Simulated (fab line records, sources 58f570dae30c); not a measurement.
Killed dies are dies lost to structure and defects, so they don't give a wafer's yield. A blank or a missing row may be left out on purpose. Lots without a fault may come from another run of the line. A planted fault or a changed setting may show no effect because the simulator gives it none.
fab line records | flow berkeley_cmos170
record lots=6 wafers=18 last_day=11
route steps=331 shown M1@244 V1@254
lots that met no fault: from a run of the same line without faults
start_h: hours from the record's first day to the start of the lot's first wafer shown | wait_h: hours since the lot's step before | " the same as in the row above | L1.1+2: a row that stands for several wafers | - no value, or no start given | * or withheld: withheld | < > ~ a bound
route shown NAME@n: a module of which the file shows steps, and the number in the route of the first | usual: mean/standard deviation of fault-free wafers | same: alike in all rows | chamber/n: place in a boat | sites: the reading at each site | _std_site: their standard deviation | _edge_site: outer sites' mean less inner sites' | radius_mm: how far each site lies from the wafer's centre | mask NAME#n: copy n | behind: the tool/chamber that last shaped the wafer | hold: why the lot was held/for how many hours/how that ended | device: the transistor (n, p or np) that didn't switch | end of line: the same wafers' tests at the end of the route | a step without rows: its recipe alone | killed: dies lost to structure and defects at the first sort, not the wafer's yield | map: a wafer's dies, x killed, . not, _ none there
set.NAME: the setting as run; set.NAME@STEP: as run at that earlier step | model.NAME: the simulator's own value behind a step, which no gauge read
lots at some steps of the route; a table a step, a row a wafer
services: from which hour (start_h, from the record's first day; less than 0 if before it) a tool's chamber was out of use, for how many hours, and why
## steps
# step UCB170_M1_EXPOSE_06
# recipe mask_id=METAL1 target_cd_nm=700 na=0.5 sigma_outer=0.6 source_shape=conventional dose_mj=21
# step UCB170_M1_PEB_07
# recipe peb_temp_c=130.7 peb_time_s=withheld resist=KrF
# step UCB170_M1_DEVELOP_08
# recipe developer=TMAH develop_time_s=45 resist=KrF dev_temp_c=21
# step UCB170_M1_CD_MEAS_09
# recipe target_cd_nm=700
# usual cd_nm=700.0/1.5
# columns lot.wafer tool chamber start_h wait_h cd_nm
L532.1 cd_sem-02 - 164.11 - 701.9
L532.3 " - " " 702.3
L532.5 " - " " 702.2
L543.1 cd_sem-01 - 210.05 - 699.6
L543.2 " - " " 700.9
L543.3 " - " " 701.5
L541.1 cd_sem-01 - 210.66 - 697.1
L541.2 " - " " 696.5
L541.6 " - " " 697.2
L542.1 cd_sem-01 - 211.71 - 701.2
L542.3 " - " " 701.8
L542.6 " - " " 701.5
L547.1 cd_sem-01 - 230.01 - 701.9
L547.2 " - " " 701.1
L547.4 " - " " 701.1
L550.1 cd_sem-02 - 252.04 - 699.9
L550.2 " - " " 699.2
L550.5 " - " " 698.8
# step UCB170_M1_OVL_MEAS_10
# usual M1_OVL=2/6.1
# columns lot.wafer tool chamber start_h wait_h M1_OVL[nm]
L532.1 overlay-01 - 164.23 0.1 -3
L532.3 " - " " 0
L532.5 " - " " -7
L543.1 overlay-02 - 210.17 0.1 -3
L543.2 " - " " -15
L543.3 " - " " -2
L541.1 overlay-01 - 210.78 0.1 -4
L541.2 " - " " 4
L541.6 " - " " -2
L542.1 overlay-02 - 211.83 0.1 10
L542.3 " - " " 4
L542.6 " - " " -3
L547.1 overlay-02 - 230.13 0.1 -11
L547.2 " - " " -3
L547.4 " - " " -11
L550.1 overlay-01 - 252.16 0.1 1
L550.2 " - " " 8
L550.5 " - " " 0
# step UCB170_M1_ETCH_11
# recipe chemistry=N2/H2 target_depth_a=withheld overetch_a=withheld target=BARC time_s=withheld source_w=500 bias_w=100 pressure_mtorr=30 n2_flow_sccm=100 h2_flow_sccm=200
# usual drypump_motor_current_A=6.0/0.44 oes_product_au=1.006/0.018 throttle_valve_pct=13.35/0.14
# columns lot.wafer tool chamber start_h wait_h drypump_motor_current_A oes_product_au throttle_valve_pct
L532.1 rie_diel-04 2 164.26 0.0 6.5 0.997 13.44
L532.3 " 3 " " 5.4 1.027 13.31
L532.5 " 3 " " 5.4 1.024 13.31
L543.1 rie_diel-01 3 210.21 0.0 6.5 1.026 13.40
L543.2 " 1 " " 5.3 0.966 13.24
L543.3 " 0 " " 6.0 1.000 13.18
L541.1 rie_diel-02 3 210.81 0.0 6.5 1.011 13.31
L541.2 " 1 " " 6.5 1.008 13.29
L541.6 " 1 " " 6.5 1.016 13.28
L542.1 rie_diel-01 0 211.86 0.0 6.0 1.002 13.16
L542.3 " 3 " " 6.5 1.027 13.39
L542.6 " 1 " " 5.3 0.983 13.24
L547.1 rie_diel-04 0 230.16 0.0 5.6 1.010 13.46
L547.2 " 2 " " 6.6 0.999 13.43
L547.4 " 3 " " 5.4 1.039 13.32
L550.1 rie_diel-01 3 252.20 0.0 6.5 1.016 13.40
L550.2 " 0 " " 6.0 1.006 13.15
L550.5 " 0 " " 6.0 1.008 13.16
# step UCB170_M1_METAL_ETCH_12
# recipe chemistry=Cl2/BCl3 target=Al stop_on=PSG pressure_mtorr=12 target_depth_a=7800 over_etch_frac=0.3 time_s=130 icp_w=600 bias_w=120 Cl2_flow_sccm=90 bcl3_flow_sccm=45
# usual drypump_motor_current_A=5.30/0.24 oes_product_au=0.863/0.015 throttle_valve_pct=24.38/0.14
# columns lot.wafer tool chamber start_h wait_h drypump_motor_current_A oes_product_au rf_hours_counter_h throttle_valve_pct
L532.1 rie_metal-02 1 164.31 - 5.49 0.869 4 24.45
L532.3 " 0 " " 5.10 0.885 - 24.30
L532.5 " 1 " " 5.43 0.870 - 24.42
L543.1 rie_metal-02 1 210.25 - 5.46 0.866 5 24.46
L543.2 " 0 " " 5.09 0.863 10 24.30
L543.3 " 1 " " 5.45 0.873 - 24.44
L541.1 rie_metal-01 0 210.86 - 5.08 0.868 9 24.23
L541.2 " 1 " " 5.31 0.851 3 24.59
L541.6 " 1 " " 5.31 0.847 - 24.58
L542.1 rie_metal-04 1 211.91 - 5.77 0.893 14 24.28
L542.3 " 1 " " 5.76 0.889 - 24.29
L542.6 " 1 " " 5.77 0.886 - 24.28
L547.1 rie_metal-01 0 230.21 - 5.08 0.856 10 24.23
L547.2 " 1 " " 5.33 0.860 4 24.58
L547.4 " 1 " " 5.33 0.852 - 24.58
L550.1 rie_metal-02 1 252.24 - 5.46 0.855 6 24.43
L550.2 " 0 " " 5.11 0.882 11 24.30
L550.5 " 1 " " 5.49 0.858 - 24.44
# step UCB170_M1_STRIP_13
# recipe chemistry=O2 power_w=400 pressure_mtorr=3500 platen_temp_c=withheld o2_flow_sccm=400 overash_fraction=0.5
# usual drypump_motor_current_A=5.7/0.48 oes_product_au=0.720/0.0048
# columns lot.wafer tool chamber start_h wait_h drypump_motor_current_A oes_product_au rf_hours_counter_h
L532.1 plasma_asher-01 1 164.44 0.1 6.1 0.717 46
L532.3 " 1 " " 6.1 0.718 -
L532.5 " 0 " " 5.7 0.718 -
L543.1 plasma_asher-04 1 210.38 0.1 5.2 0.724 52
L543.2 " 0 " " 4.6 0.724 52
L543.3 " 1 " " 5.3 0.719 -
L541.1 plasma_asher-04 0 210.99 0.1 4.6 0.719 52
L541.2 " 1 " " 5.2 0.712 52
L541.6 " 0 " " 4.6 0.714 -
L542.1 plasma_asher-03 1 212.17 0.2 5.6 0.720 43
L542.3 " 0 " " 6.1 0.728 -
L542.6 " 0 " " 6.1 0.711 -
L547.1 plasma_asher-01 1 230.34 0.1 6.1 0.719 52
L547.2 " 0 " " 5.7 0.713 52
L547.4 " 0 " " 5.7 0.727 -
L550.1 plasma_asher-01 0 252.38 0.1 5.7 0.726 54
L550.2 " 1 " " 6.2 0.714 54
L550.5 " 0 " " 5.7 0.720 -
# step UCB170_M1_CD_MEAS_90
# recipe target_cd_nm=700
# usual cd_nm=700.0/1.7
# columns lot.wafer tool chamber start_h wait_h cd_nm
L532.1 cd_sem-01 - 164.54 0.1 702.7
L532.3 " - " " 702.6
L532.5 " - " " 702.3
L543.1 cd_sem-01 - 210.54 0.1 701.3
L543.2 " - " " 701.4
L543.3 " - " " 702.2
L541.1 cd_sem-01 - 211.20 0.2 699.1
L541.2 " - " " 697.6
L541.6 " - " " 700.8
L542.1 cd_sem-01 - 212.37 0.2 700.5
L542.3 " - " " 702.1
L542.6 " - " " 701.4
L547.1 cd_sem-02 - 230.48 0.1 702.5
L547.2 " - " " 702.6
L547.4 " - " " 701.9
L550.1 cd_sem-01 - 252.48 0.1 701.6
L550.2 " - " " 698.7
L550.5 " - " " 699.1
# step UCB170_M1_ANNEAL_14
# recipe temp_c=400 time_s=1200 ambient=forming_gas
# step UCB170_V1_CVD_00
# recipe material=SiO2 target_thk_nm=2000 temp_c=390 precursor=TEOS/O2 time_s=250 rf_w=550 pressure_mtorr=9000
# usual heater_power_w=256/45
# columns lot.wafer tool chamber start_h wait_h heater_power_w
L532.1 pecvd-01 1 167.54 0.0 240
L532.3 " 2 " " 276
L532.5 " 1 " " 304
L541.1 pecvd-04 1 215.32 0.0 251
L541.2 " 2 " " 281
L541.6 " 0 " " 250
L543.1 pecvd-02 0 215.32 0.0 237
L543.2 " 1 " " 359
L543.3 " 2 " " 231
L542.1 pecvd-04 0 215.47 0.2 286
L542.3 " 1 " " 217
L542.6 " 1 " " 262
L547.1 pecvd-02 0 233.60 0.0 213
L547.2 " 2 " " 219
L547.4 " 0 " " 273
L550.1 pecvd-02 1 255.24 0.0 377
L550.2 " 2 " " 255
L550.5 " 0 " " 291
# step UCB170_V1_THK_MEAS_01
# recipe reads=SiO2_of_V1_CVD_00
# usual V1_TEOS_THK=1998/25
# columns lot.wafer tool chamber start_h wait_h V1_TEOS_THK[nm]
L532.1 film_metro-01 - 167.69 0.1 2006
L532.3 " - " " 2003
L532.5 " - " " 2043
L541.1 film_metro-04 - 215.47 0.1 1930
L541.2 " - " " 1992
L541.6 " - " " 2007
L543.1 film_metro-02 - 215.47 0.1 2003
L543.2 " - " " 2030
L543.3 " - " " 2019
L542.1 film_metro-02 - 215.63 0.1 1981
L542.3 " - " " 1961
L542.6 " - " " 2011
L547.1 film_metro-04 - 233.76 0.1 1973
L547.2 " - " " 2007
L547.4 " - " " 2020
L550.1 film_metro-04 - 255.40 0.1 1991
L550.2 " - " " 2002
L550.5 " - " " 2009
# step UCB170_V1_CMP_02
# recipe material=SiO2 down_force_psi=6 platen_rpm=60 pad_velocity_m_s=0.75398
# usual edge_zone_pressure_frac=1.000/0.005 head_pressure_psi=6.001/0.012 motor_current_A=16.0/1
# columns lot.wafer tool chamber start_h wait_h edge_zone_pressure_frac head_pressure_psi motor_current_A model.SiO2_of_V1_CVD_00.thk_nm
L532.1 cmp-01 3 167.80 0.1 1.000 6.003 15.0 999.5
L532.3 " 0 " " 1.007 6.017 16.7 999.5
L532.5 " 2 " " 1.000 5.989 16.7 999.6
L541.2 cmp-02 0 215.53 0.0 - - - 1993
L541.1 " 1 " " - - - 1931
L541.6 " 1 " " - - - 2008
L543.2 cmp-01 1 215.53 0.0 - - - 2028
L543.3 " 2 " " - - - 2018
L543.1 " 3 " " - - - 2003
L542.3 cmp-01 0 215.93 0.3 0.996 6.022 15.6 1001
L542.1 " 1 " " 0.995 6.007 17.7 999.7
L542.6 " 2 " " 1.000 6.010 16.7 999.6
L547.4 cmp-01 3 233.82 0.0 0.991 6.016 16.0 1000
L547.1 " 0 " " 1.004 6.002 16.6 999.2
L547.2 " 1 " " 0.995 5.980 16.8 999.8
L550.1 cmp-02 1 255.51 0.1 1.000 5.969 14.7 999.4
L550.2 " 2 " " 0.994 6.005 15.6 998.2
L550.5 " 0 " " 1.002 6.000 17.1 998.1
# step UCB170_V1_BOW_MEAS_03
# recipe mode=bow
# usual V1_BOW=18/6.8
# columns lot.wafer tool chamber start_h wait_h V1_BOW[um]
L532.1 film_metro-02 - 168.05 0.2 18
L532.3 " - " " 14
L532.5 " - " " 16
L541.1 film_metro-04 - 215.83 0.2 47
L541.2 " - " " 43
L541.6 " - " " 40
L543.1 film_metro-01 - 215.83 0.1 42
L543.2 " - " " 50
L543.3 " - " " 32
L542.1 film_metro-02 - 216.13 0.1 15
L542.3 " - " " 24
L542.6 " - " " 22
L547.1 film_metro-04 - 234.12 0.2 11
L547.2 " - " " 16
L547.4 " - " " 26
L550.1 film_metro-01 - 255.76 0.2 18
L550.2 " - " " -1
L550.5 " - " " 20
# step UCB170_V1_THK_MEAS_04
# recipe reads=SiO2_of_V1_CVD_00
# usual V1_POLISHED_THK=1000.0/1
# columns lot.wafer tool chamber start_h wait_h V1_POLISHED_THK[nm]
L532.1 film_metro-02 - 168.17 0.1 999.4
L532.3 " - " " 999.9
L532.5 " - " " 999.1
L541.1 film_metro-04 - 215.95 0.1 1932.6
L541.2 " - " " 1994.1
L541.6 " - " " 2008.5
L543.1 film_metro-01 - 215.95 0.1 2003.2
L543.2 " - " " 2026.8
L543.3 " - " " 2017.7
L542.1 film_metro-02 - 216.25 0.1 999.7
L542.3 " - " " 1000.2
L542.6 " - " " 999.5
L547.1 film_metro-04 - 234.24 0.1 999.6
L547.2 " - " " 999.3
L547.4 " - " " 1000.4
L550.1 film_metro-01 - 255.88 0.1 998.6
L550.2 " - " " 998.0
L550.5 " - " " 997.2
# step UCB170_V1_CLEAN_05
# recipe chemistry=DIW
# step UCB170_V1_HMDS_06
# recipe prime_time_s=60 prime_temp_c=100
# step UCB170_V1_COAT_07
# recipe resist=KrF spin_rpm=1500 resist_thk_nm=900
# step UCB170_V1_SOFTBAKE_08
# recipe resist=KrF temp_c=130 time_s=60
# step UCB170_V1_EXPOSE_09
# recipe mask_id=VIA1 target_cd_nm=700 na=0.5 sigma_outer=0.6 source_shape=conventional dose_mj=37
# step UCB170_V1_PEB_10
# recipe peb_temp_c=130 peb_time_s=withheld resist=KrF
# step UCB170_V1_DEVELOP_11
# recipe developer=TMAH develop_time_s=45 resist=KrF dev_temp_c=21
# step UCB170_V1_CD_MEAS_12
# recipe target_cd_nm=700
# usual cd_nm=699.9/1.4
# columns lot.wafer tool chamber start_h wait_h cd_nm
L532.1 cd_sem-02 - 172.81 - 699.7
L532.3 " - " " 701.5
L532.5 " - " " 699.5
L543.1 cd_sem-02 - 217.93 - 697.5
L543.2 " - " " 700.0
L543.3 " - " " 698.4
L541.1 cd_sem-01 - 218.15 - 700.2
L541.2 " - " " 701.0
L541.6 " - " " 699.2
L542.1 cd_sem-02 - 218.49 - 700.5
L542.3 " - " " 700.7
L542.6 " - " " 699.0
L547.1 cd_sem-02 - 236.31 - 700.1
L547.2 " - " " 700.7
L547.4 " - " " 700.5
L550.1 cd_sem-02 - 261.07 - 699.4
L550.2 " - " " 699.7
L550.5 " - " " 698.1
# step UCB170_V1_OVL_MEAS_13
# usual V1_OVL=3/4.9
# columns lot.wafer tool chamber start_h wait_h V1_OVL[nm]
L532.1 overlay-02 - 172.93 0.1 0
L532.3 " - " " 11
L532.5 " - " " 5
L543.1 overlay-02 - 218.05 0.1 2
L543.2 " - " " -5
L543.3 " - " " -2
L541.1 overlay-01 - 218.27 0.1 4
L541.2 " - " " -2
L541.6 " - " " 4
L542.1 overlay-01 - 218.61 0.1 6
L542.3 " - " " -5
L542.6 " - " " 1
L547.1 overlay-02 - 236.43 0.1 8
L547.2 " - " " 2
L547.4 " - " " 7
L550.1 overlay-02 - 261.19 0.1 7
L550.2 " - " " 10
L550.5 " - " " 1
# step UCB170_V1_ETCH_14
# recipe chemistry=CHF3/CF4/Ar target=SiO2 stop_on=Al CHF3_flow_sccm=45 cf4_flow_sccm=15 Ar_flow_sccm=150 pressure_mtorr=200 rf_w=700 target_depth_a=12500 over_etch_frac=0.25 time_s=301.6
# usual drypump_motor_current_A=6.1/0.42 oes_product_au=0.880/0.012 throttle_valve_pct=7.00/0.13
# columns lot.wafer tool chamber start_h wait_h drypump_motor_current_A oes_product_au rf_hours_counter_h throttle_valve_pct model.etch.depth_nm model.V1.feature_depth_nm
L532.1 rie_diel-02 1 172.97 0.0 6.4 0.903 56 6.90 999.5 1000
L532.3 " 2 " " 6.1 0.878 43 7.22 999.5 1001
L532.5 " 0 " " 5.8 0.866 - 7.09 999.6 1001
L543.1 rie_diel-01 1 218.09 0.0 5.3 1.578 36 6.99 1280 1280
L543.2 " 2 " " 5.8 1.648 21 7.11 1280 1280
L543.3 " 0 " " 5.9 1.605 12 6.89 1271 1271
L541.1 rie_diel-02 3 218.31 0.0 6.5 1.627 87 7.02 1301 1301
L541.2 " 1 " " 6.4 1.650 58 6.94 1270 1270
L541.6 " 2 " " 6.1 1.666 - 7.24 1317 1317
L542.1 rie_diel-01 0 218.64 0.0 6.0 0.882 12 6.84 999.7 1001
L542.3 " 2 " " 5.8 0.896 22 7.08 1001 1002
L542.6 " 3 " " 6.5 0.889 - 7.01 999.6 1001
L547.1 rie_diel-01 1 236.47 0.0 5.3 0.858 37 6.96 999.2 1001
L547.2 " 2 " " 5.8 0.896 23 7.07 999.8 1001
L547.4 " 0 " " 6.0 0.879 13 6.85 1000 1001
L550.1 rie_diel-02 2 261.23 0.0 6.1 0.884 47 7.23 999.4 1001
L550.2 " 3 " " 6.5 0.881 89 6.96 998.2 999.4
L550.5 " 3 " " 6.5 0.868 - 6.95 998.1 999.4
# step UCB170_V1_STRIP_15
# recipe chemistry=O2 power_w=400 pressure_mtorr=3500 platen_temp_c=withheld o2_flow_sccm=400 overash_fraction=0.5
# usual drypump_motor_current_A=5.6/0.58 oes_product_au=0.722/0.0044 strip_time_to_endpoint_s=15.10/0.1
# columns lot.wafer tool chamber start_h wait_h drypump_motor_current_A oes_product_au rf_hours_counter_h strip_time_to_endpoint_s
L532.1 plasma_asher-02 0 173.14 0.1 5.8 0.726 7 15.06
L532.3 " 1 " " 6.3 0.724 - 14.85
L532.5 " 1 " " 6.2 0.721 - 14.88
L543.1 plasma_asher-01 1 218.27 0.1 6.1 0.730 50 15.18
L543.2 " 0 " " 5.7 0.719 50 15.22
L543.3 " 0 " " 5.7 0.721 - 15.20
L541.1 plasma_asher-02 1 218.49 0.1 6.2 0.716 12 14.92
L541.2 " 0 " " 5.8 0.728 12 15.16
L541.6 " 0 " " 5.8 0.715 - 14.99
L542.1 plasma_asher-02 0 218.82 0.1 5.8 0.721 12 15.29
L542.3 " 0 " " 5.8 0.726 - 15.36
L542.6 " 1 " " 6.2 0.720 - 15.18
L547.1 plasma_asher-04 1 236.65 0.1 5.3 0.729 55 15.13
L547.2 " 0 " " 4.6 0.725 55 15.07
L547.4 " 0 " " 4.6 0.726 - 14.96
L550.1 plasma_asher-02 1 261.41 0.1 6.3 0.718 17 15.17
L550.2 " 0 " " 5.8 0.726 17 15.19
L550.5 " 0 " " 5.8 0.729 - 15.14
## services
# columns tool chamber start_h hours kind
pecvd-01 0 143.20 4.3 repair
plasma_asher-01 - 148.51 0.3 repair
pecvd-01 0 149.50 - clean
pecvd-01 1 149.50 - clean
pecvd-01 2 149.50 - clean
rie_diel-01 2 155.15 9.8 repair
cmp-01 - 158.00 1.3 repair
rie_diel-01 3 172.85 21.7 repair
plasma_asher-04 - 174.07 3.2 repair
pecvd-04 - 184.24 2.9 repair
rie_metal-04 0 187.54 - clean
rie_metal-02 1 200.70 4.1 repair
cmp-01 - 202.38 0.4 repair
plasma_asher-01 - 203.56 14.3 repair
cmp-02 - 209.65 4.4 pm
pecvd-01 0 214.88 6.0 repair
pecvd-01 0 226.42 11.9 repair
rie_metal-02 - 227.57 2.8 pm
cmp-02 - 232.20 4.0 pm
cmp-02 - 235.14 6.1 repair
cmp-01 - 235.22 2.6 repair
cmp-02 - 236.20 - consumable_replace:conditioner
cmp-02 - 236.20 - consumable_replace:pad
rie_diel-04 1 236.38 4.0 repair
## key
first_sign step=UCB170_V1_CMP_02 reading=tool_record direction=missing
effect step=UCB170_V1_BOW_MEAS_03 reading=V1_BOW direction=up sigmas=3.6 usual=18 struck=42
effect step=UCB170_V1_THK_MEAS_04 reading=V1_POLISHED_THK direction=up sigmas=99+ usual=1000.0 struck=1997.2
effect step=UCB170_V1_ETCH_14 reading=oes_product_au direction=up sigmas=62 usual=0.880 struck=1.629
model_effect step=UCB170_V1_CMP_02 value=SiO2_of_V1_CVD_00.thk_nm without=999.7 struck=1997
model_effect step=UCB170_V1_ETCH_14 value=etch.depth_nm without=999.7 struck=1287
met_at UCB170_V1_CMP_02
struck_wafers L541.1,L541.2,L541.6,L543.1,L543.2,L543.3
later_rows_left_out L541.1,L541.2,L541.6,L543.1,L543.2,L543.3
sort_left_out L541.1,L541.2,L541.6,L543.1,L543.2,L543.3
onset_between 167.80 215.53
fault kind=skipped_step_whole tool=cmp-01,cmp-02 chamber=- onset_h=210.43 steps=UCB170_V1_CMP_02 scope=struck_lots_only
# sort_left_out: the simulated sort isn't trusted on such a fault, so these wafers' sort isn't shown, and their yield isn't known
# later_rows_left_out: the simulator's readings of these wafers behind a module that went badly wrong aren't trusted and aren't shown, but for the sort
